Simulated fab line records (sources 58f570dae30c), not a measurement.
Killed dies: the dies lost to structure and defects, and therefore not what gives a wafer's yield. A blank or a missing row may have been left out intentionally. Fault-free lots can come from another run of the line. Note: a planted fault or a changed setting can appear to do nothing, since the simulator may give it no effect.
fab line records    flow berkeley-cmos170
[record] lots = 5  wafers = 15  last-day = 12
route steps=331 shown V1@260 M2@271 V2@292
lots that met no fault: from a run of the same line without faults
start-h: start of the lot's first displayed wafer, in hours after the record's first day    wait-h: hours from the lot's prior step to this one    " as in the row above    L1.1+2: one row covering several wafers at once    - no value, or no start given    * or withheld: withheld    < > ~ a bound
route shown NAME@n: names a module that has steps shown in the file, with the first one's number in the route    usual: mean/standard deviation of fault-free wafers    same: alike in all rows    chamber/n: place in a boat    sites: per-site readings    _std_site: standard deviation of those values    _edge_site: the outer-site mean with the inner-site mean subtracted    radius-mm: for every site, how far away it sits from the centre of the wafer    mask NAME#n: copy n    behind: tool/chamber where the wafer was last shaped    hold: the reason the lot was held/the length of the hold in hours/how it ended    device: names the non-switching transistor (n, p or np)    end of line: at the end of the route, the tests of the same wafers    a step with no rows: only its recipe    killed: dies lost to structure and defects at the first sort, not the wafer's yield    map: shows each die of a wafer: x if killed, . if not, _ if none is there
set.NAME: setting as actually run; set.NAME@STEP: the setting as run at that earlier step    model.NAME: the simulator's own value behind a step, which no gauge read
certain route steps with their lots: each step a table, each wafer a row
services: a tool's chamber out of use, with start hour (start-h, from the record's first day; less than 0 if before it), hours out, and reason
[[steps]]
[step UCB170_V1_HMDS_06]
[recipe] prime-time-s = 60  prime-temp-c = 100
[step UCB170_V1_COAT_07]
[recipe] resist = KrF  spin-rpm = 1500  resist-thk-nm = 900
[step UCB170_V1_SOFTBAKE_08]
[recipe] resist = KrF  temp-c = 130  time-s = 60
[step UCB170_V1_EXPOSE_09]
[recipe] mask-id = VIA1  target-cd-nm = 700  na = 0.5  sigma-outer = 0.6  source-shape = conventional  dose-mj = 37
[step UCB170_V1_PEB_10]
[recipe] peb-temp-c = 130  peb-time-s = withheld  resist = KrF
[step UCB170_V1_DEVELOP_11]
[recipe] developer = TMAH  develop-time-s = 45  resist = KrF  dev-temp-c = 21
[step UCB170_V1_CD_MEAS_12]
[recipe] target-cd-nm = 700
[usual] cd-nm = 699.5/1.3
lot.wafer  tool       chamber  start-h  wait-h  cd-nm
L649.1     cd-sem-01  -        194.73   -       699.1
L649.3     "          -        "        "       699.1
L649.4     "          -        "        "       698.8
L651.3     cd-sem-02  -        200.56   -       699.7
L651.5     "          -        "        "       698.1
L651.6     "          -        "        "       699.5
L655.2     cd-sem-01  -        217.86   -       701.4
L655.5     "          -        "        "       700.5
L655.6     "          -        "        "       699.6
L659.1     cd-sem-02  -        228.48   -       700.5
L659.3     "          -        "        "       701.0
L659.6     "          -        "        "       699.7
L668.3     cd-sem-02  -        273.17   -       698.6
L668.4     "          -        "        "       698.4
L668.6     "          -        "        "       698.7
[step UCB170_V1_OVL_MEAS_13]
[usual] V1_OVL = 1/5.7
lot.wafer  tool        chamber  start-h  wait-h  V1_OVL[nm]
L649.1     overlay-01  -        194.85   0.1     -1
L649.3     "           -        "        "       2
L649.4     "           -        "        "       0
L651.3     overlay-02  -        200.65   0.1     -2
L651.5     "           -        "        "       1
L651.6     "           -        "        "       1
L655.2     overlay-02  -        217.97   0.1     -6
L655.5     "           -        "        "       -2
L655.6     "           -        "        "       -4
L659.1     overlay-02  -        228.60   0.1     2
L659.3     "           -        "        "       3
L659.6     "           -        "        "       -5
L668.3     overlay-01  -        273.26   0.1     -1
L668.4     "           -        "        "       -8
L668.6     "           -        "        "       -6
[step UCB170_V1_ETCH_14]
[recipe] chemistry = CHF3/CF4/Ar  target = SiO2  stop-on = Al  CHF3_flow_sccm = 45  cf4-flow-sccm = 15  Ar_flow_sccm = 150  pressure-mtorr = 200  rf-w = 700  target-depth-a = 12500  over-etch-frac = 0.2716  time-s = 291
[usual] CHF3_flow_sccm = 45.04/0.12  drypump-motor-current-A = 5.9/0.39  oes-product-au = 0.861/0.012  throttle-valve-pct = 6.92/0.12
[same] over-etch-frac = 0.2716
lot.wafer  tool         chamber  start-h  wait-h  CHF3_flow_sccm  drypump-motor-current-A  oes-product-au  rf-hours-counter-h  throttle-valve-pct
L649.1     rie-diel-04  1        194.89   0.0     45.07           6.2                      0.858           27                  6.97
L649.3     "            3        "        "       44.86           5.7                      0.858           6                   6.94
L649.4     "            0        "        "       45.01           5.8                      0.873           141                 6.87
L651.3     rie-diel-02  0        200.67   0.0     44.85           6.4                      0.839           38                  6.92
L651.5     "            0        "        "       44.74           6.4                      0.844           -                   6.91
L651.6     "            1        "        "       45.17           6.2                      0.856           -                   6.79
L655.2     rie-diel-03  0        218.00   0.0     44.97           5.3                      0.886           2                   6.67
L655.5     "            3        "        "       45.17           5.2                      0.856           -                   7.00
L655.6     "            2        "        "       45.02           4.8                      0.871           -                   6.76
L659.1     rie-diel-02  3        228.64   0.0     45.19           6.1                      0.853           19                  7.09
L659.3     "            2        "        "       44.94           6.1                      0.866           46                  6.97
L659.6     "            1        "        "       45.16           6.3                      0.865           -                   6.81
L668.3     rie-diel-02  1        273.29   0.0     44.93           6.2                      0.865           9                   6.81
L668.4     "            0        "        "       45.11           6.4                      0.842           41                  6.90
L668.6     "            0        "        "       45.06           6.4                      0.841           -                   6.91
[step UCB170_V1_STRIP_15]
[recipe] chemistry = O2  power-w = 400  pressure-mtorr = 3500  platen-temp-c = withheld  o2-flow-sccm = 400  overash-fraction = 0.5
[usual] drypump-motor-current-A = 5.4/0.57  oes-product-au = 0.721/0.0046  strip-time-to-endpoint-s = 15.31/0.13
lot.wafer  tool             chamber  start-h  wait-h  drypump-motor-current-A  oes-product-au  rf-hours-counter-h  strip-time-to-endpoint-s
L649.1     plasma-asher-02  1        195.07   0.1     6.3                      0.718           46                  15.44
L649.3     "                0        "        "       4.7                      0.718           -                   15.25
L649.4     "                1        "        "       6.3                      0.724           -                   15.32
L651.3     plasma-asher-01  0        200.88   0.1     5.2                      0.721           -                   15.26
L651.5     "                0        "        "       5.2                      0.726           -                   15.34
L651.6     "                1        "        "       4.8                      0.720           -                   15.37
L655.2     plasma-asher-04  1        218.18   0.1     5.3                      0.719           11                  15.37
L655.5     "                0        "        "       5.9                      0.729           -                   15.12
L655.6     "                1        "        "       5.3                      0.724           -                   15.34
L659.1     plasma-asher-04  1        228.82   0.1     5.3                      0.725           12                  15.26
L659.3     "                1        "        "       5.3                      0.714           -                   15.23
L659.6     "                1        "        "       5.3                      0.720           -                   15.42
L668.3     plasma-asher-04  1        273.50   0.1     5.3                      0.722           -                   15.44
L668.4     "                0        "        "       6.0                      0.716           -                   15.30
L668.6     "                1        "        "       5.3                      0.719           -                   15.31
[step UCB170_V1_CD_MEAS_90]
[recipe] target-cd-nm = 700
[usual] cd-nm = 699.4/1.4
lot.wafer  tool       chamber  start-h  wait-h  cd-nm
L649.1     cd-sem-02  -        195.17   0.1     699.1
L649.3     "          -        "        "       698.6
L649.4     "          -        "        "       698.3
L651.3     cd-sem-01  -        200.99   0.1     699.5
L651.5     "          -        "        "       697.9
L651.6     "          -        "        "       698.6
L655.2     cd-sem-01  -        218.30   0.1     700.5
L655.5     "          -        "        "       700.9
L655.6     "          -        "        "       699.7
L659.1     cd-sem-02  -        228.92   0.1     701.1
L659.3     "          -        "        "       701.6
L659.6     "          -        "        "       699.2
L668.3     cd-sem-01  -        273.60   0.1     696.8
L668.4     "          -        "        "       697.9
L668.6     "          -        "        "       699.4
[step UCB170_M2_PRE_CLEAN_00]
[recipe] gas = Ar  preclean-etch-time-s = 60
[step UCB170_M2_SPUTTER_01]
[recipe] material = Al  target-thk-nm = 900  time-s = 120  power-w = 6000  chamber-pressure-pa = 0.5
[usual] throttle-valve-pct = 30.2/1
lot.wafer  tool            chamber  start-h  wait-h  throttle-valve-pct  model.Al_of_M2_SPUTTER_01.thk-nm
L649.1     pvd-sputter-01  -        195.35   0.0     30.3                909.5
L649.3     "               -        "        "       30.9                903
L649.4     "               -        "        "       32.7                904.9
L651.3     pvd-sputter-03  -        201.14   0.0     30.7                912.2
L651.5     "               -        "        "       30.0                905.4
L651.6     "               -        "        "       29.0                906.5
L655.2     pvd-sputter-03  -        218.46   0.0     29.9                783.1
L655.5     "               -        "        "       30.2                902.2
L655.6     "               -        "        "       30.0                783.1
L659.1     pvd-sputter-02  -        229.10   0.0     29.6                873.8
L659.3     "               -        "        "       30.8                886.2
L659.6     "               -        "        "       31.1                887.8
L668.3     pvd-sputter-02  -        273.75   0.0     31.3                880.5
L668.4     "               -        "        "       31.4                889.9
L668.6     "               -        "        "       30.9                887.9
[step UCB170_M2_RS_MEAS_02]
[recipe] thk-meas-gauge = four-point-probe  reads = Al_of_M2_SPUTTER_01
[usual] M2_AL_RS = 0.0322/0.00037
lot.wafer  tool           chamber  start-h  wait-h  M2_AL_RS[ohm/sq]
L649.1     film-metro-03  -        195.44   0.0     0.0318
L649.3     "              -        "        "       0.0319
L649.4     "              -        "        "       0.0319
L651.3     film-metro-01  -        201.26   0.1     0.0317
L651.5     "              -        "        "       0.0319
L651.6     "              -        "        "       0.0318
L655.2     film-metro-03  -        218.57   0.1     0.0369
L655.5     "              -        "        "       0.0321
L655.6     "              -        "        "       0.0369
L659.1     film-metro-02  -        229.19   0.0     0.0332
L659.3     "              -        "        "       0.0326
L659.6     "              -        "        "       0.0326
L668.3     film-metro-02  -        273.87   0.1     0.0329
L668.4     "              -        "        "       0.0325
L668.6     "              -        "        "       0.0327
[step UCB170_M2_THK_MEAS_03]
[recipe] thk-meas-gauge = xrf  reads = Al_of_M2_SPUTTER_01
[usual] M2_AL_THK = 903/10
lot.wafer  tool           chamber  start-h  wait-h  M2_AL_THK[nm]
L649.1     film-metro-03  -        195.56   0.1     912
L649.3     "              -        "        "       907
L649.4     "              -        "        "       909
L651.3     film-metro-01  -        201.36   0.1     911
L651.5     "              -        "        "       907
L651.6     "              -        "        "       905
L655.2     film-metro-03  -        218.68   0.1     787
L655.5     "              -        "        "       910
L655.6     "              -        "        "       792
L659.1     film-metro-02  -        229.31   0.1     884
L659.3     "              -        "        "       899
L659.6     "              -        "        "       903
L668.3     film-metro-02  -        273.97   0.1     892
L668.4     "              -        "        "       901
L668.6     "              -        "        "       895
[step UCB170_M2_HMDS_04]
[recipe] prime-time-s = 60  prime-temp-c = 100
[step UCB170_M2_COAT_05]
[recipe] resist = KrF  spin-rpm = 1500  resist-thk-nm = 900
[step UCB170_M2_SOFTBAKE_06]
[recipe] resist = KrF  temp-c = 130  time-s = 60
[step UCB170_M2_STRIP_07]
[recipe] chemistry = O2  power-w = 400  pressure-mtorr = 3500  platen-temp-c = withheld  o2-flow-sccm = 400  overash-fraction = 0.5
[usual] drypump-motor-current-A = 5.7/0.64  oes-product-au = 0.734/0.0048  strip-time-to-endpoint-s = 21.96/0.07
lot.wafer  tool             chamber  start-h  wait-h  drypump-motor-current-A  oes-product-au  rf-hours-counter-h  strip-time-to-endpoint-s
L649.1     plasma-asher-03  1        196.07   0.1     6.4                      0.734           41                  21.92
L649.3     "                1        "        "       6.4                      0.720           -                   21.92
L649.4     "                0        "        "       5.7                      0.740           -                   22.02
L651.3     plasma-asher-02  0        202.08   0.1     4.7                      0.735           -                   21.98
L651.5     "                1        "        "       6.2                      0.733           -                   21.95
L651.6     "                0        "        "       4.7                      0.733           -                   21.91
L655.2     plasma-asher-02  0        219.18   0.1     4.7                      0.743           49                  22.06
L655.5     "                0        "        "       4.7                      0.737           -                   22.00
L655.6     "                1        "        "       6.3                      0.743           -                   22.03
L659.1     plasma-asher-03  0        229.82   0.1     5.6                      0.736           45                  21.94
L659.3     "                0        "        "       5.7                      0.733           -                   22.03
L659.6     "                0        "        "       5.7                      0.730           -                   21.95
L668.3     plasma-asher-02  1        274.50   0.1     6.2                      0.736           -                   22.04
L668.4     "                0        "        "       4.7                      0.738           -                   22.08
L668.6     "                1        "        "       6.3                      0.739           -                   21.99
[step UCB170_M2_STRIP_08]
[recipe] chemistry = DMSO  temp-c = 80  time-s = 600  material = KrF
[step UCB170_M2_COAT_09]
[recipe] resist = BARC  temp-c = withheld  time-s = withheld  spin-rpm = 3000  resist-thk-nm = withheld
[step UCB170_M2_COAT_10]
[recipe] resist = KrF  spin-rpm = 1500  resist-thk-nm = 900
[step UCB170_M2_SOFTBAKE_11]
[recipe] resist = KrF  temp-c = 130  time-s = 58.01
[step UCB170_M2_EXPOSE_12]
[recipe] mask-id = METAL2  target-cd-nm = 700  na = 0.5  sigma-outer = 0.6  source-shape = conventional  dose-mj = 26
[step UCB170_M2_PEB_13]
[recipe] peb-temp-c = 130  peb-time-s = withheld  resist = KrF
[step UCB170_M2_DEVELOP_14]
[recipe] developer = TMAH  develop-time-s = 45  resist = KrF  dev-temp-c = 21
[step UCB170_M2_CD_MEAS_15]
[recipe] target-cd-nm = 700
[usual] cd-nm = 700.6/1.4
lot.wafer  tool       chamber  start-h  wait-h  cd-nm
L649.1     cd-sem-02  -        197.97   -       700.7
L649.3     "          -        "        "       701.1
L649.4     "          -        "        "       701.5
L651.3     cd-sem-01  -        203.99   -       700.7
L651.5     "          -        "        "       700.2
L651.6     "          -        "        "       700.4
L655.2     cd-sem-02  -        220.90   -       697.6
L655.5     "          -        "        "       699.0
L655.6     "          -        "        "       698.6
L659.1     cd-sem-01  -        231.06   -       702.5
L659.3     "          -        "        "       701.8
L659.6     "          -        "        "       701.7
L668.3     cd-sem-02  -        275.75   -       698.2
L668.4     "          -        "        "       699.6
L668.6     "          -        "        "       700.4
[step UCB170_M2_OVL_MEAS_16]
[usual] M2_OVL = 2/6.2
lot.wafer  tool        chamber  start-h  wait-h  M2_OVL[nm]
L649.1     overlay-02  -        198.09   0.1     10
L649.3     "           -        "        "       3
L649.4     "           -        "        "       2
L651.3     overlay-02  -        204.08   0.1     15
L651.5     "           -        "        "       6
L651.6     "           -        "        "       -2
L655.2     overlay-02  -        221.01   0.1     -3
L655.5     "           -        "        "       -5
L655.6     "           -        "        "       2
L659.1     overlay-02  -        231.18   0.1     3
L659.3     "           -        "        "       3
L659.6     "           -        "        "       -4
L668.3     overlay-01  -        275.84   0.1     -4
L668.4     "           -        "        "       -7
L668.6     "           -        "        "       0
[step UCB170_M2_ETCH_17]
[recipe] chemistry = N2/H2  target-depth-a = withheld  overetch-a = withheld  target = BARC  time-s = withheld  source-w = 500  bias-w = 100  pressure-mtorr = 30  n2-flow-sccm = 100  h2-flow-sccm = 200
[usual] drypump-motor-current-A = 5.5/0.44  oes-product-au = 0.999/0.017  throttle-valve-pct = 13.25/0.2
lot.wafer  tool         chamber  start-h  wait-h  drypump-motor-current-A  oes-product-au  throttle-valve-pct
L649.1     rie-diel-04  0        198.12   0.0     5.8                      0.993           13.11
L649.3     "            1        "        "       6.2                      0.979           13.31
L649.4     "            2        "        "       5.7                      0.990           13.17
L651.3     rie-diel-01  3        204.11   0.0     5.7                      1.025           13.66
L651.5     "            2        "        "       4.7                      1.000           13.08
L651.6     "            3        "        "       5.7                      1.033           13.65
L655.2     rie-diel-03  2        221.04   0.0     4.8                      1.006           13.03
L655.5     "            1        "        "       5.9                      0.987           13.58
L655.6     "            2        "        "       4.8                      1.013           13.04
L659.1     rie-diel-04  3        231.21   0.0     5.7                      0.985           13.23
L659.3     "            1        "        "       6.2                      0.978           13.32
L659.6     "            1        "        "       6.2                      0.985           13.32
L668.3     rie-diel-04  0        275.86   0.0     5.8                      0.984           13.17
L668.4     "            3        "        "       5.7                      0.981           13.25
L668.6     "            0        "        "       5.8                      0.984           13.16
[step UCB170_M2_METAL_ETCH_18]
[recipe] chemistry = Cl2/BCl3  target = Al  stop-on = SiO2  pressure-mtorr = 12  target-depth-a = 11700  over-etch-frac = 0.3  time-s = 195  icp-w = 600  bias-w = 120  Cl2_flow_sccm = 90  bcl3-flow-sccm = 45
[usual] drypump-motor-current-A = 5.7/0.33  oes-product-au = 0.860/0.011  throttle-valve-pct = 24.53/0.22
[same] over-etch-frac = 0.3
lot.wafer  tool          chamber  start-h  wait-h  drypump-motor-current-A  oes-product-au  rf-hours-counter-h  throttle-valve-pct
L649.1     rie-metal-04  0        198.17   -       6.0                      0.870           12                  24.25
L649.3     "             0        "        "       6.0                      0.856           -                   24.25
L649.4     "             1        "        "       5.4                      0.865           -                   24.64
L651.3     rie-metal-01  0        204.21   -       6.0                      0.856           -                   24.34
L651.5     "             1        "        "       5.5                      0.851           -                   24.21
L651.6     "             0        "        "       6.0                      0.859           -                   24.36
L655.2     rie-metal-04  0        221.08   -       6.0                      0.810           12                  24.29
L655.5     "             0        "        "       6.0                      0.867           -                   24.24
L655.6     "             1        "        "       5.4                      0.798           -                   24.68
L659.1     rie-metal-01  0        231.26   -       6.0                      0.838           5                   24.35
L659.3     "             0        "        "       6.1                      0.842           -                   24.36
L659.6     "             0        "        "       6.1                      0.849           -                   24.36
L668.3     rie-metal-01  0        275.97   -       6.0                      0.841           -                   24.35
L668.4     "             1        "        "       5.5                      0.850           -                   24.21
L668.6     "             0        "        "       6.0                      0.844           -                   24.35
[step UCB170_M2_STRIP_19]
[recipe] chemistry = O2  power-w = 400  pressure-mtorr = 3500  platen-temp-c = withheld  o2-flow-sccm = 400  overash-fraction = 0.5
[usual] drypump-motor-current-A = 5.7/0.61  oes-product-au = 0.554/0.01
lot.wafer  tool             chamber  start-h  wait-h  drypump-motor-current-A  oes-product-au  rf-hours-counter-h
L649.1     plasma-asher-03  1        198.35   0.1     6.4                      0.557           41
L649.3     "                0        "        "       5.7                      0.554           -
L649.4     "                1        "        "       6.4                      0.563           -
L651.3     plasma-asher-04  1        204.37   0.1     5.3                      0.554           -
L651.5     "                0        "        "       6.0                      0.534           -
L651.6     "                1        "        "       5.3                      0.557           -
L655.2     plasma-asher-04  1        221.27   0.1     5.3                      0.535           11
L655.5     "                0        "        "       6.0                      0.528           -
L655.6     "                1        "        "       5.3                      0.544           -
L659.1     plasma-asher-03  1        231.63   0.3     6.4                      0.552           45
L659.3     "                1        "        "       6.4                      0.564           -
L659.6     "                0        "        "       5.7                      0.552           -
L668.3     plasma-asher-02  0        276.12   0.1     4.7                      0.570           -
L668.4     "                1        "        "       6.3                      0.541           -
L668.6     "                1        "        "       6.2                      0.555           -
[step UCB170_M2_CD_MEAS_90]
[recipe] target-cd-nm = 700
[usual] cd-nm = 702.0/2.8
lot.wafer  tool       chamber  start-h  wait-h  cd-nm
L649.1     cd-sem-02  -        198.45   0.1     702.4
L649.3     "          -        "        "       708.3
L649.4     "          -        "        "       702.7
L651.3     cd-sem-02  -        204.47   0.1     705.7
L651.5     "          -        "        "       705.0
L651.6     "          -        "        "       704.7
L655.2     cd-sem-01  -        221.39   0.1     700.8
L655.5     "          -        "        "       705.5
L655.6     "          -        "        "       699.9
L659.1     cd-sem-01  -        231.73   0.1     704.4
L659.3     "          -        "        "       704.2
L659.6     "          -        "        "       704.1
L668.3     cd-sem-01  -        276.23   0.1     698.7
L668.4     "          -        "        "       698.3
L668.6     "          -        "        "       701.7
[step UCB170_V2_CVD_00]
[recipe] material = SiO2  target-thk-nm = 2000  temp-c = 390  precursor = TEOS/O2  time-s = 250  rf-w = 550  pressure-mtorr = 9000
[step UCB170_V2_THK_MEAS_01]
[recipe] reads = SiO2_of_V2_CVD_00
[usual] V2_TEOS_THK = 1990/26
lot.wafer  tool           chamber  start-h  wait-h  V2_TEOS_THK[nm]
L649.1     film-metro-03  -        198.73   0.1     2005
L649.3     "              -        "        "       1962
L649.4     "              -        "        "       2001
L651.3     film-metro-01  -        204.73   0.1     1986
L651.5     "              -        "        "       2004
L651.6     "              -        "        "       1990
L655.2     film-metro-04  -        221.65   0.1     1961
L655.5     "              -        "        "       1982
L655.6     "              -        "        "       2004
L659.1     film-metro-01  -        232.01   0.1     1965
L659.3     "              -        "        "       1956
L659.6     "              -        "        "       1989
L668.3     film-metro-01  -        276.49   0.1     1965
L668.4     "              -        "        "       1986
L668.6     "              -        "        "       2025
[step UCB170_V2_CMP_02]
[recipe] material = SiO2  down-force-psi = 6  platen-rpm = 60  pad-velocity-m-s = 0.75398
[step UCB170_V2_BOW_MEAS_03]
[recipe] mode = bow
[usual] V2_BOW = 37/7.4
lot.wafer  tool           chamber  start-h  wait-h  V2_BOW[um]
L649.1     film-metro-03  -        199.09   0.2     37
L649.3     "              -        "        "       47
L649.4     "              -        "        "       38
L651.3     film-metro-01  -        205.11   0.2     20
L651.5     "              -        "        "       39
L651.6     "              -        "        "       35
L655.2     film-metro-03  -        222.02   0.3     39
L655.5     "              -        "        "       34
L655.6     "              -        "        "       34
L659.1     film-metro-01  -        232.37   0.1     41
L659.3     "              -        "        "       29
L659.6     "              -        "        "       36
L668.3     film-metro-01  -        276.87   0.1     37
L668.4     "              -        "        "       26
L668.6     "              -        "        "       35
[step UCB170_V2_THK_MEAS_04]
[recipe] reads = SiO2_of_V2_CVD_00
[usual] V2_POLISHED_THK = 999.9/1.3
lot.wafer  tool           chamber  start-h  wait-h  V2_POLISHED_THK[nm]
L649.1     film-metro-03  -        199.21   0.1     998.0
L649.3     "              -        "        "       1000.5
L649.4     "              -        "        "       999.2
L651.3     film-metro-01  -        205.21   0.1     997.2
L651.5     "              -        "        "       1001.0
L651.6     "              -        "        "       998.6
L655.2     film-metro-03  -        222.13   0.1     998.2
L655.5     "              -        "        "       998.7
L655.6     "              -        "        "       997.5
L659.1     film-metro-01  -        232.49   0.1     998.8
L659.3     "              -        "        "       998.5
L659.6     "              -        "        "       999.5
L668.3     film-metro-01  -        276.97   0.1     997.6
L668.4     "              -        "        "       1001.3
L668.6     "              -        "        "       999.0
[step UCB170_V2_CLEAN_05]
[recipe] chemistry = DIW
[step UCB170_V2_HMDS_06]
[recipe] prime-time-s = 60  prime-temp-c = 100
[step UCB170_V2_COAT_07]
[recipe] resist = KrF  spin-rpm = 1500  resist-thk-nm = 900
[step UCB170_V2_SOFTBAKE_08]
[recipe] resist = KrF  temp-c = 130  time-s = 60
[step UCB170_V2_EXPOSE_09]
[recipe] mask-id = VIA2  target-cd-nm = 700  na = 0.5  sigma-outer = 0.6  source-shape = conventional  dose-mj = 37
[step UCB170_V2_ETCH_14]
[recipe] chemistry = CHF3/CF4/Ar  target = SiO2  stop-on = Al  CHF3_flow_sccm = 45  cf4-flow-sccm = 15  Ar_flow_sccm = 150  pressure-mtorr = 200  rf-w = 700  target-depth-a = 12500  over-etch-frac = 0.25  time-s = 291
[usual] CHF3_flow_sccm = 45.01/0.13  drypump-motor-current-A = 5.6/0.5  oes-product-au = 0.876/0.014  throttle-valve-pct = 6.94/0.18
[same] over-etch-frac = 0.25
lot.wafer  tool         chamber  start-h  wait-h  CHF3_flow_sccm  drypump-motor-current-A  oes-product-au  rf-hours-counter-h  throttle-valve-pct  model.Al_of_M2_SPUTTER_01.thk-nm
L649.1     rie-diel-03  3        201.75   0.0     45.02           5.2                      0.863           127                 7.02                909
L649.3     "            0        "        "       44.93           5.3                      0.894           1                   6.67                903
L649.4     "            0        "        "       44.77           5.3                      0.894           -                   6.66                904.9
L651.3     rie-diel-01  1        206.62   0.0     45.07           5.8                      0.900           17                  6.93                912.2
L651.5     "            1        "        "       44.91           5.8                      0.902           -                   6.92                905.4
L651.6     "            2        "        "       44.93           4.7                      0.862           -                   6.84                906.5
L655.2     rie-diel-01  2        225.09   0.0     45.13           4.7                      0.864           81                  6.85                783
L655.5     "            2        "        "       45.29           4.7                      0.864           -                   6.85                902.1
L655.6     "            1        "        "       45.05           5.8                      0.904           -                   6.93                783.1
L659.1     rie-diel-03  3        233.73   0.0     45.16           5.2                      0.860           128                 7.03                873.3
L659.3     "            2        "        "       45.05           4.9                      0.879           9                   6.77                886.2
L659.6     "            0        "        "       44.79           5.3                      0.889           -                   6.67                887.8
L668.3     rie-diel-01  2        279.00   0.0     45.02           4.7                      0.863           83                  6.86                880.5
L668.4     "            0        "        "       44.79           5.5                      0.870           3                   6.78                889.7
L668.6     "            1        "        "       45.12           5.8                      0.910           -                   6.94                887.9
[[services]]
tool             chamber  start-h  hours  kind
rie-diel-01      1        176.42   29.1   repair
plasma-asher-03  -        178.34   4.8    repair
rie-diel-04      3        178.35   5.9    repair
rie-diel-04      2        178.94   10.1   repair
plasma-asher-02  -        183.25   2.7    repair
rie-diel-03      2        186.21   21.3   repair
rie-diel-04      0        199.59   -      clean
rie-diel-04      0        199.59   15.2   scheduled-down
rie-diel-04      0        199.59   15.2   vent-cycle
rie-metal-01     -        201.63   0.7    repair
plasma-asher-03  -        205.17   0.7    repair
rie-diel-04      1        205.23   3.7    repair
rie-diel-01      0        205.47   -      clean
rie-diel-01      1        215.62   7.8    repair
pvd-sputter-01   -        224.67   4.6    repair
rie-metal-01     -        227.95   2.8    pm
rie-metal-01     1        230.96   17.9   repair
rie-diel-04      0        235.45   5.3    repair
rie-diel-02      -        237.10   2.8    pm
rie-metal-04     -        246.68   1.2    repair
pvd-sputter-03   -        248.27   2.1    repair
plasma-asher-03  -        250.54   4.3    repair
plasma-asher-03  -        258.00   1.0    repair
pvd-sputter-01   -        267.30   1.0    repair
[[key]]
[first-sign] step = UCB170_M2_RS_MEAS_02  reading = M2_AL_RS  direction = up  sigmas = 13  usual = 0.0322  struck = 0.0369
[effect] step = UCB170_M2_THK_MEAS_03  reading = M2_AL_THK  direction = down  sigmas = 11  usual = 903  struck = 789
[effect] step = UCB170_M2_METAL_ETCH_18  reading = oes-product-au  direction = down  sigmas = 5  usual = 0.860  struck = 0.804
[model-effect] step = UCB170_M2_SPUTTER_01  value = Al_of_M2_SPUTTER_01.thk-nm  without = 894.7  struck = 783.1
[model-effect] step = UCB170_V2_ETCH_14  value = Al_of_M2_SPUTTER_01.thk-nm  without = 894.7  struck = 783
met-at UCB170_M2_SPUTTER_01
struck-wafers L655.2,L655.6
sort-left-out L655.2,L655.6
[fault] kind = process-parameter-drift  tool = pvd-sputter-03  chamber = -  onset-h = 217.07  steps = UCB170_M2_SPUTTER_01  channel = target-thk-nm  offset = -111.64  shape = step  end-h = 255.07  acts-in = these-recipes-only  stated = 900  scope = struck-wafers-only
// sort-left-out: the simulated sort isn't trusted on such a fault, so these wafers' sort isn't shown, and their yield isn't known
